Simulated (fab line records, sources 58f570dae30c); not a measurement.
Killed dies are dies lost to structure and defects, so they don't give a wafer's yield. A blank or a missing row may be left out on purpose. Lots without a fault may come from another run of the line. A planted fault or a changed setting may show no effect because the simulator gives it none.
One fault seen from 2 desks | flow berkeley_cmos170 | each desk has only its own numbers; what lay behind them comes last

THE METROLOGY DESK
What the gauges read, lot by lot, whatever tool the lot ran on: means of the sampled wafers that have a number. A lot is out of limits, marked OUT, if its mean lies more than 4 standard deviations from the usual mean; the brackets give that distance.
Columns: A = cd_nm at UCB170_CONTACT_CD_MEAS_90, usual 700.0 nm
lot  | first seen here | A
L929 | day 6 22:41     | 700.0
L931 | day 7 08:48     | 698.9
L930 | day 7 09:18     | 699.9
L932 | day 7 17:13     | 698.1
L935 | day 8 08:34     | 699.4
L938 | day 8 18:40     | 698.6
L937 | day 8 18:48     | 700.2
L941 | day 9 09:16     | 700.4
L939 | day 9 10:05     | 701.0
L940 | day 9 11:33     | 699.9
L942 | day 9 12:05     | 701.6
L943 | day 9 20:20     | 700.0
L951 | day 11 23:05    | 702.8
This desk's finding: nothing out of limits on any of the 13 lots.

THE TOOL OWNER'S DESK: rie_diel-03
The tool's own readings at UCB170_CONTACT_ETCH_18 (etches PSG in CHF3/CF4/Ar, stops on TiSi2, target depth 840 nm, time 195 s): means of the sampled wafers that have a number, for each lot that ran on this tool. A lot is out of limits, marked OUT, if its mean lies more than 4 standard deviations from the usual mean; the brackets give that distance.
Columns: A = drypump_motor_current_A at UCB170_CONTACT_ETCH_18, usual 5.7 A; B = oes_product_au at UCB170_CONTACT_ETCH_18, usual 0.895 a.u.; C = run_length_s at UCB170_CONTACT_ETCH_18, usual 223.4 s; D = throttle_valve_pct at UCB170_CONTACT_ETCH_18, usual 6.86 %
lot  | first seen here | A   | B               | C                       | D
L929 | day 6 22:00     | 6.3 | 0.894           | 223.4                   | 6.78
L930 | day 7 09:00     | 5.9 | 0.894           | 223.3                   | 6.78
L940 | day 9 11:00     | 6.3 | 0.878           | 222.9                   | 6.74
L951 | day 11 22:00    | 6.2 | 0.741 (-11) OUT | 327.4 (+99 or more) OUT | 6.80
This desk's finding: out of limits on L951; first on L951, day 11 22:00 (oes_product_au at UCB170_CONTACT_ETCH_18). In limits: L929, L930, L940.

PUT TOGETHER
The tool owner's desk could have raised an alarm at day 11 22:00, on L951.
The metrology desk saw nothing out of limits.
The metrology desk has L951 on record, within its limits.
Of the lots named, all ran UCB170_CONTACT_ETCH_18 on rie_diel-03.

WHAT THE SIMULATOR HAD PUT IN
Process parameter drift: rie_diel-03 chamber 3, from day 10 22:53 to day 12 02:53, at UCB170_CONTACT_ETCH_18. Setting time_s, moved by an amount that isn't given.
Lots struck among those shown: L951.
Hours from the fault's start to each desk's first reading out of limits: the tool owner's desk, 23.
